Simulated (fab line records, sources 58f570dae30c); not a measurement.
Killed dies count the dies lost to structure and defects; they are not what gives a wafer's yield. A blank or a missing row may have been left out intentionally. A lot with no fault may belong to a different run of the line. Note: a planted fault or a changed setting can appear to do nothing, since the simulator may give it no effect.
Problem report in the 8D (eight disciplines) form, filled by code	flow berkeley-cmos170	the parts of the form that need people (team, actions taken, sign-off) are left out

1. WHAT WENT WRONG
Mean of oes-product-au at UCB170_M1_METAL_ETCH_12: 0.729 a.u. across 6 wafers in 2 lots; on wafers with no fault it is 0.857 a.u. (standard deviation 0.014). Relative to the usual mean, that is a shift of -9.1 standard deviations.
The step: etches Al in Cl2/BCl3, stops on PSG, target depth 780 nm, time 130 s.
Earliest sighting: wafer L162.1 on rie-metal-03 at day 9 22:16. The record has a number at this step for 42 wafers belonging to 14 lots. The rule behind "out" and "out of limits": a value lying over 4 standard deviations away from the usual mean. All remaining wafers that have a number are taken as sound.

2. WHAT IT IS, AND WHAT IT ISN'T
question	is	is not
which readings at this step	oes-product-au	drypump-motor-current-A, rf-fwd-power-W, throttle-valve-pct
which lots	L162, L165	L147, L148, L149, L151, L152, L153, L154, L155, L156, L157, L159, L170
which wafers of those lots	all that have a number	-
read on which tools	rie-metal-03	rie-metal-01, rie-metal-04
when	from day 9 22:16	up to then (33 sound wafers); but 3 sound wafers of L170 came after

3. SUSPECTS, AND WHAT RULES EACH OUT
Counting: a tool at a process step up to the reading stays a suspect if it ran every lot that is out and no sound lot after the first of them.
- rie-diel-02 at UCB170_CONTACT_ETCH_17 (etches BARC in N2/H2): kept. Every lot that is out went through it, starting with L162 (day 9 20:13), and after that it ran no sound lot; the last sound lot it ran before then is L159 (day 8 22:38).
- rie-metal-03 at UCB170_M1_METAL_ETCH_12 (etches Al in Cl2/BCl3, stops on PSG, target depth 780 nm, time 130 s): kept. Every lot that is out went through it, starting with L162 (day 9 22:16), and after that it ran no sound lot; the last sound lot it ran before then is L159 (day 9 03:00). On those wafers its own readings are out: oes-product-au.
After counting, rie-diel-02 at UCB170_CONTACT_ETCH_17 and rie-metal-03 at UCB170_M1_METAL_ETCH_12 remain.

4. THE CAUSE (what the simulator had put in)
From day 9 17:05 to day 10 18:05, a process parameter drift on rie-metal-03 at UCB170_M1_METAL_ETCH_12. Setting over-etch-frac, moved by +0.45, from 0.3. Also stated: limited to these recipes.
Counting leaves 2 suspects; this tool is one of them.

5. THE EFFECT CHAIN, in route order
Each row: a reading where the mean over the struck wafers with a number is more than 3 standard deviations away from the usual. Only readings whose record carries a usual standard deviation are examined. hours: median over the lots of the time between each lot's start at the first step of this table that gives one and its start at this step. sigmas: the change, counted in usual standard deviations.
hours	step	reading	usual	on struck wafers	change	sigmas
0	UCB170_M1_METAL_ETCH_12	oes-product-au	0.857 a.u.	0.729	-0.128	-9.1
0	UCB170_M1_STRIP_13	oes-product-au	0.720 a.u.	0.637	-0.083	-18
0	UCB170_M1_CD_MEAS_90	cd-nm	700.4 nm	691.3	-9.1	-3.1
Process steps it contains:
- UCB170_M1_METAL_ETCH_12: etches Al in Cl2/BCl3, stops on PSG, target depth 780 nm, time 130 s.
- UCB170_M1_STRIP_13: strips in O2.
Later steps that measure or inspect, where all struck wafers having a row at the step show a number for every such reading and not one has moved that far: UCB170_M2_CD_MEAS_90.

6. WHAT WOULD HAVE CAUGHT IT SOONER
5 hours passed between the start of the fault at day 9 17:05 and the first reading out of limits in this record, taken at day 9 22:16.
